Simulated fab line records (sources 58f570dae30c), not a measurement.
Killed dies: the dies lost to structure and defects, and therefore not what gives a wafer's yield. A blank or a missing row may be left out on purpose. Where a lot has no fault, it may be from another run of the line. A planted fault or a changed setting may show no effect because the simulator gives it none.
Which tool is to blame? + flow berkeley cmos170 + 15 lots with 45 wafers sampled at 4 steps, on a route of 331 steps

== WHAT EACH GAUGE READ, for each wafer ==
UCB170_V2_CD_MEAS_12: target cd 700 nm.
| lot  | measured     | on        | cd nm (nm)        |
|------|--------------|-----------|-------------------|
| L731 | day 7 12:58  | cd sem-02 | 701.3 700.7 700.2 |
| L733 | day 7 23:43  | cd sem-02 | 700.1 700.9 701.3 |
| L732 | day 8 00:14  | cd sem-02 | 700.8 700.3 700.0 |
| L734 | day 8 08:47  | cd sem-01 | 701.2 702.1 702.7 |
| L736 | day 8 19:05  | cd sem-01 | 703.3 702.6 702.8 |
| L739 | day 9 08:33  | cd sem-01 | 702.6 703.1 701.9 |
| L738 | day 9 09:09  | cd sem-02 | 702.0 700.6 701.4 |
| L740 | day 9 09:25  | cd sem-02 | 698.8 699.6 699.6 |
| L743 | day 9 23:22  | cd sem-01 | 699.8 699.5 699.6 |
| L742 | day 10 00:23 | cd sem-01 | 699.2 699.6 699.4 |
| L741 | day 10 00:37 | cd sem-02 | 702.0 701.5 701.6 |
| L744 | day 10 01:36 | cd sem-01 | 710.1 710.5 709.9 |
| L747 | day 11 00:51 | cd sem-02 | 701.5 700.1 700.6 |
| L748 | day 11 01:44 | cd sem-02 | 712.1 712.0 711.6 |
| L750 | day 11 04:44 | cd sem-01 | 706.8 708.0 708.5 |

== EACH LOT AND THE TOOL THAT RAN IT (in order: tool; ch and the chambers of the sampled wafers; start) ==
| lot  | UCB170_M2_METAL_ETCH_18           | UCB170_V2_CVD_00               | UCB170_V2_SOFTBAKE_08             |
|------|-----------------------------------|--------------------------------|-----------------------------------|
| L731 | rie metal-02 ch 0,1, day 7 10:20  | pecvd-02 ch 1,2, day 7 10:44   | litho track-04 ch 0, day 7 12:17  |
| L733 | rie metal-04 ch 1, day 7 21:20    | pecvd-02 ch 0,2, day 7 21:48   | litho track-03 ch 0, day 7 23:02  |
| L732 | rie metal-01 ch 0,1, day 7 21:46  | pecvd-01 ch 0,1,2, day 7 22:10 | litho track-04 ch 0, day 7 23:26  |
| L734 | rie metal-04 ch 0,1, day 8 05:58  | pecvd-01 ch 1,2, day 8 06:18   | litho track-01 ch 0, day 8 07:53  |
| L736 | rie metal-01 ch 0,1, day 8 16:53  | pecvd-01 ch 0,2, day 8 17:18   | litho track-04 ch 0, day 8 18:32  |
| L739 | rie metal-01 ch 0,1, day 9 06:25  | pecvd-04 ch 0,1, day 9 06:49   | litho track-04 ch 0, day 9 08:01  |
| L738 | rie metal-02 ch 1, day 9 06:37    | pecvd-01 ch 0,1, day 9 07:01   | litho track-01 ch 0, day 9 08:27  |
| L740 | rie metal-04 ch 0,1, day 9 06:53  | pecvd-02 ch 0,1,2, day 9 07:18 | litho track-03 ch 0, day 9 08:44  |
| L743 | rie metal-04 ch 0,1, day 9 21:08  | pecvd-01 ch 0,2, day 9 21:33   | litho track-03 ch 0, day 9 22:43  |
| L742 | rie metal-02 ch 0,1, day 9 22:17  | pecvd-02 ch 0,1, day 9 22:38   | litho track-03 ch 0, day 9 23:52  |
| L741 | rie metal-01 ch 0,1, day 9 22:30  | pecvd-04 ch 1,2, day 9 22:55   | litho track-01 ch 0, day 10 00:05 |
| L744 | rie metal-04 ch 1, day 9 23:20    | pecvd-01 ch 0,2, day 9 23:45   | litho track-03 ch 0, day 10 00:56 |
| L747 | rie metal-04 ch 0,1, day 10 22:36 | pecvd-04 ch 1,2, day 10 22:56  | litho track-01 ch 0, day 11 00:12 |
| L748 | rie metal-02 ch 0,1, day 10 23:19 | pecvd-04 ch 0,1, day 10 23:40  | litho track-03 ch 0, day 11 01:01 |
| L750 | rie metal-04 ch 0,1, day 11 01:51 | pecvd-01 ch 1,2, day 11 02:16  | litho track-03 ch 0, day 11 03:53 |
- UCB170_M2_METAL_ETCH_18: etches Al in Cl2/BCl3, stops on SiO2, target depth 1170 nm, time 195 s.
- UCB170_V2_CVD_00: deposits SiO2 from TEOS/O2, target thk 2000 nm, time 250 s.
- UCB170_V2_SOFTBAKE_08: time 60 s.

== WHAT THE TOOLS THEMSELVES READ (means of the sampled wafers that have a number; where no wafer has one, the mark that the record gives instead) ==
UCB170_M2_METAL_ETCH_18.
| lot  | tool         | drypump motor current A (A) | oes product au (a.u.) | throttle valve pct (%) |
|------|--------------|-----------------------------|-----------------------|------------------------|
| L731 | rie metal-02 | 5.9                         | 0.858                 | 24.33                  |
| L733 | rie metal-04 | 6.3                         | 0.833                 | 24.55                  |
| L732 | rie metal-01 | 5.1                         | 0.859                 | 24.28                  |
| L734 | rie metal-04 | 5.7                         | 0.858                 | 24.62                  |
| L736 | rie metal-01 | 5.1                         | 0.852                 | 24.28                  |
| L739 | rie metal-01 | 5.3                         | 0.853                 | 24.39                  |
| L738 | rie metal-02 | 5.9                         | 0.851                 | 24.43                  |
| L740 | rie metal-04 | 5.7                         | 0.853                 | 24.61                  |
| L743 | rie metal-04 | 6.0                         | 0.840                 | 24.59                  |
| L742 | rie metal-02 | 5.8                         | 0.851                 | 24.34                  |
| L741 | rie metal-01 | 5.3                         | 0.849                 | 24.39                  |
| L744 | rie metal-04 | 6.3                         | 0.847                 | 24.54                  |
| L747 | rie metal-04 | 6.0                         | 0.844                 | 24.58                  |
| L748 | rie metal-02 | 5.8                         | 0.847                 | 24.26                  |
| L750 | rie metal-04 | 5.8                         | 0.865                 | 24.62                  |

UCB170_V2_CVD_00.
| lot  | tool     | heater power w (W) |
|------|----------|--------------------|
| L731 | pecvd-02 | 262                |
| L733 | pecvd-02 | 225                |
| L732 | pecvd-01 | 298                |
| L734 | pecvd-01 | 254                |
| L736 | pecvd-01 | 225                |
| L739 | pecvd-04 | 207                |
| L738 | pecvd-01 | 277                |
| L740 | pecvd-02 | 254                |
| L743 | pecvd-01 | 235                |
| L742 | pecvd-02 | 230                |
| L741 | pecvd-04 | 341                |
| L744 | pecvd-01 | 214                |
| L747 | pecvd-04 | 357                |
| L748 | pecvd-04 | 218                |
| L750 | pecvd-01 | 306                |

UCB170_V2_SOFTBAKE_08.
| lot  | tool           | chill plate temp C (C) | heater power total W (W) | plate temp C (C) |
|------|----------------|------------------------|--------------------------|------------------|
| L731 | litho track-04 | 22.98                  | 56.81                    | 130.07           |
| L733 | litho track-03 | 22.85                  | 56.82                    | 129.90           |
| L732 | litho track-04 | 23.01                  | 56.82                    | 130.14           |
| L734 | litho track-01 | 22.87                  | 56.80                    | 129.93           |
| L736 | litho track-04 | 23.02                  | 56.80                    | 129.86           |
| L739 | litho track-04 | 22.84                  | 56.84                    | 130.08           |
| L738 | litho track-01 | 23.01                  | 56.84                    | 129.77           |
| L740 | litho track-03 | 22.97                  | 56.83                    | 129.90           |
| L743 | litho track-03 | 22.96                  | 56.81                    | 130.02           |
| L742 | litho track-03 | 23.05                  | 56.75                    | 130.10           |
| L741 | litho track-01 | 23.00                  | 56.80                    | 130.01           |
| L744 | litho track-03 | 22.99                  | 58.99                    | 133.81           |
| L747 | litho track-01 | 23.03                  | 56.84                    | 130.12           |
| L748 | litho track-03 | 22.95                  | 58.95                    | 133.74           |
| L750 | litho track-03 | 23.02                  | 58.95                    | 133.64           |

== THE ANSWER, worked out from the rows above alone ==
Rule: usual is defined by the lots themselves. The widest of any qualifying gaps counts: lots, ordered by their means at a reading, are off when they make up no more than a third of the lots, leave a main group of 4 or more, and stand apart from it by 3 or more times the standard deviation of that group's means. A main group is skipped when, at the precision printed for the reading in the tables above, its means are all equal. Also off: a lot with no number at a reading for which 4 or more lots have one. Any other lot the step has rows for is counted as sound. Order of review: gauges by route order, followed by the tools' own readings, for which a lot's mean as printed above is used. The first step at which some lot is off is used, and at that step the reading that is off furthest; a lot without a number counts as furthest.
Off: L744, L748, L750, at UCB170_V2_CD_MEAS_12 (cd nm). The main group: mean 701.0 nm, standard deviation 1.1.
A tool fits if, at a process step before that reading, it ran every lot that is off, and no sound lot after the first of them. Not tried: the gauges at UCB170_V2_CD_MEAS_12; whatever is off there is also off at UCB170_V2_SOFTBAKE_08, on other tools, and gauge error can't account for it. One fits: UCB170_V2_SOFTBAKE_08 on litho track-03. Its last sound lot is L742 (day 9 23:52), its first lot that is off L744 (day 10 00:56): a fault that began between those two fits.
The tool's own readings at UCB170_V2_SOFTBAKE_08 bear it out: on the lots that are off they differ by more than 5 times the standard deviation of the sound lots' means. heater power total W reads 58.96 W there against 56.81 W on the sound lots; plate temp C reads 133.73 C there against 129.99 C on the sound lots.

== WHAT THE SIMULATOR PUT IN ==
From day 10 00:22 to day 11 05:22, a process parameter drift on litho track-03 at UCB170_V2_SOFTBAKE_08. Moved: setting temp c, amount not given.
Lots struck among those shown: L744, L748, L750. This agrees with what the rule above found.
